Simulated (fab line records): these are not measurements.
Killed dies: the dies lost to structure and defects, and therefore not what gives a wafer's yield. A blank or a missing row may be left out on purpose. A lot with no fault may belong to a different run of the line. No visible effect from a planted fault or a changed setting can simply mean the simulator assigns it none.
Code-filled problem report in 8D (eight disciplines) form	flow berkeleyCmos170	the parts of the form that need people (team, actions taken, sign-off) are left out

== 1. PROBLEM STATEMENT ==
Mean of chamberPressureMTorr at UCB170_M1_ETCH_11: 35.991 mTorr across 6 wafers in 2 lots; on wafers with no fault it is 30.002 mTorr (standard deviation 0.025). So: +99 or more standard deviations from the usual mean.
The step: etches BARC in N2/H2.
First seen on wafer L804.1, day 8 07:05, on rieDiel-01. The record has a number at this step for 42 wafers belonging to 14 lots. Rule for "out", or "out of limits": more than 4 standard deviations from the usual mean. Any other wafer with a number is counted as sound.

== 2. WHAT IT IS AND WHAT IT IS NOT ==
question	is	is not
which readings at this step	chamberPressureMTorr	drypumpMotorCurrentA, oesProductAu, throttleValvePct
which lots	L804, L805	L798, L799, L803, L812, L813, L815, L816, L817, L818, L819, L820, L821
which wafers of those lots	all that have a number	-
read on which tools	rieDiel-01	rieDiel-02, rieDiel-04
when	from day 8 07:05	up to then (9 sound wafers); but 27 sound wafers of L812, L813, L815, L816, L817, L818, L819, L820, L821 came after

== 3. THE SUSPECTS, EACH WITH WHAT RULES IT OUT ==
Counting: a tool at any process step up to the reading remains a suspect when it ran all the lots that are out and ran no sound lot after the first of those.
- plasmaAsher-01 at UCB170_CONTACT_STRIP_06 (strips in O2): ruled out as a lasting fault. Following L804 (day 8 03:41), the first lot on it that is out, the sound lots L812, L813 were run on it.
- rieDiel-01 at UCB170_M1_ETCH_11 (etches BARC in N2/H2): ruled out as a lasting fault. Following L804 (day 8 07:05), the first lot on it that is out, the sound lots L818, L819 were run on it.
Left after counting: nothing in the record.

== 4. THE CAUSE (what the simulator had put in) ==
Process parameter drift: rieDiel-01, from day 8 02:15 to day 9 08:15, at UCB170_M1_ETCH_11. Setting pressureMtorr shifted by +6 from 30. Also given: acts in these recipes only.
Counting ruled it out, wrongly.

== 5. SEQUENCE OF EFFECTS, ordered by route ==
Each row: a reading where the mean over the struck wafers with a number is more than 3 standard deviations away from the usual. Readings are gone through only where the record gives a usual standard deviation; hours: the median, over the lots, of the time from a lot's start at the first step in this table giving one to that lot's start at this step; sigmas: the change measured in usual standard deviations.
hours	step	reading	usual	on struck wafers	change	sigmas
0	UCB170_M1_ETCH_11	chamberPressureMTorr	30.002 mTorr	35.991	+5.989	+99 or more
Here are the process steps it includes:
- UCB170_M1_ETCH_11: etches BARC in N2/H2.
Later measuring or inspecting steps at which every struck wafer that the step has a row for has a number for every such reading, and none has moved that far: UCB170_V1_OVL_MEAS_13.

== 6. WHAT WOULD HAVE CAUGHT IT SOONER ==
The fault began at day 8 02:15; the first out-of-limits reading in this record came at day 8 07:05, 5 hours later.
